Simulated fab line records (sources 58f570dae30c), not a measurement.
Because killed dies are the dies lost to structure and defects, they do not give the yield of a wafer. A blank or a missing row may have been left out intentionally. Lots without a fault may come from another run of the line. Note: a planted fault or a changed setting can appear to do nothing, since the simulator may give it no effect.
Matching of chambers	flow berkeley cmos170	UCB170_SPACER_CVD_00 on pecvd-01 has 3 sister chambers
The step deposits SiO2 from TEOS/O2, target thk 376 nm, time 47 s. 14 wafers are shown with their chamber, then 7 later ones without.

== EACH WAFER AND ITS CHAMBER ==
wafer	chamber	heater power w (W)	rf fwd power W (W)
L350.1	2	269	543.0
L350.2	0	267	545.4
L350.3	1	215	543.8
L353.3	0	214	546.1
L353.4	0	223	543.7
L353.6	2	209	545.5
L354.1	0	260	544.1
L354.3	2	272	545.3
L354.4	2	189	544.9
L360.1	1	233	544.5
L360.4	2	185	545.5
L360.5	1	245	546.6
L363.2	2	229	544.0
L363.4	1	251	541.4

SIGNATURES (means of the wafers above)
reading	chamber 0	chamber 1	chamber 2	scatter within a chamber
heater power w	241.00	236.00	225.50	30.4
rf fwd power W	544.825	544.075	544.700	1.43
Rule: distance of a wafer from a chamber = root of the sum over the readings of ((wafer's reading minus chamber's mean) / reading's scatter) squared. If the next closest chamber is less than 2 further off than the closest, the wafer can't be placed; otherwise it belongs to the closest. The scatter is the square root of a quotient: the sum, over the shown wafers, of each reading's squared deviation from its chamber's mean, divided by wafers minus chambers.

== WAFERS WHOSE CHAMBER IS MISSING ==
wafer	heater power w (W)	rf fwd power W (W)
L363.6	204	546.6
L367.1	264	544.2
L367.3	273	545.5
L367.4	282	545.8
L369.1	289	547.1
L369.4	202	546.3
L369.6	223	542.2

== WHICH CHAMBER EACH ONE RAN IN ==
wafer	from the rows above	in truth
L363.6	can't be placed: 2 or 0 or 1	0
L367.1	can't be placed: 0 or 1 or 2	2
L367.3	can't be placed: 0 or 1 or 2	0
L367.4	can't be placed: 0 or 1 or 2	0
L369.1	can't be placed: 0 or 2 or 1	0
L369.4	can't be placed: 2 or 0 or 1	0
L369.6	can't be placed: 1 or 2 or 0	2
Placed correctly: 0 of 7. Unplaceable from these rows: 7, with the true chamber sitting among the candidates in 7. Wrongly placed: 0.
